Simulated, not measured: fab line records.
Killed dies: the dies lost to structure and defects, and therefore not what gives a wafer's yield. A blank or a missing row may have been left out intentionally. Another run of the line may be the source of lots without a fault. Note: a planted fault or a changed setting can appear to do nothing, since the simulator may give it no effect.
Code-filled problem report in 8D (eight disciplines) form -- flow berkeleyCmos170 -- the parts of the form that need people (team, actions taken, sign-off) are left out

== 1. WHAT WENT WRONG ==
Wafers free of any fault read -2 nm (standard deviation 5.8) for V2_OVL at UCB170_V2_OVL_MEAS_13, against a mean of 97 nm on 6 wafers of 2 lots. Measured from the usual mean, that is +17 standard deviations.
First observed at day 10 10:56: wafer L212.2, on overlay-02. The record has a number at this step for 42 wafers belonging to 14 lots. By rule, "out" or "out of limits" means more than 4 standard deviations away from the usual mean. Any other wafer with a number is counted as sound.

== 2. WHAT IT IS; WHAT IT IS NOT ==
question,is,is not
which readings at this step,V2_OVL,-
which lots,"L212, L216","L204, L206, L207, L208, L209, L210, L211, L213, L214, L222, L223, L224"
which wafers of those lots,all that have a number,-
read on which gauges,"overlay-01, overlay-02",-
when,from day 10 10:56,"up to then (24 sound wafers); but 12 sound wafers of L211, L222, L223, L224 came after"

== 3. SUSPECTS, AND WHAT RULES EACH OUT ==
Counting: a tool stays on the suspect list if, at a process step up to the reading, it processed all lots that are out and no sound lot following the first of them.
- the gauge at UCB170_V2_OVL_MEAS_13 is ruled out. The wafers that are out were read on 2 gauges (overlay-01, overlay-02).
- krfScanner-02 at UCB170_V2_EXPOSE_09 (exposes mask VIA2, target cd 700 nm): kept. It ran every lot that is out, first L212 (day 10 10:10), and no sound lot after that; its last sound lot up to then is L213 (day 10 09:52).
Left after counting: krfScanner-02 at UCB170_V2_EXPOSE_09.

== 4. THE CAUSE (what the simulator had put in) ==
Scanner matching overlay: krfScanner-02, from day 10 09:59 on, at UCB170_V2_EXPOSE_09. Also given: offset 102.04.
After counting, this tool was the only one left.

== 5. THE CHAIN OF EFFECTS, in route order ==
Each row: a reading where the mean over the struck wafers with a number is more than 3 standard deviations away from the usual. Readings are gone through only where the record gives a usual standard deviation; hours: the median, over the lots, of the time from a lot's start at the first step in this table giving one to that lot's start at this step; sigmas: the change measured in usual standard deviations.
hours,step,reading,usual,on struck wafers,change,sigmas
0,UCB170_V2_OVL_MEAS_13,V2_OVL,-2 nm,97,+99,+17

== 6. WHAT WOULD HAVE CAUGHT IT SOONER ==
In this record the first reading out of limits at a measuring or inspecting step was taken at day 10 10:56, 1 hour after the fault began at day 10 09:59.
No tool reading at UCB170_V2_EXPOSE_09 that has a usual standard deviation in the record was out on any struck wafer, so an alarm limit of 4 standard deviations on those readings would not have fired.
Lots out: 2; of these, L216 started UCB170_V2_EXPOSE_09 on krfScanner-02 after day 10 10:56. A hold on the tool at that time would have spared it.
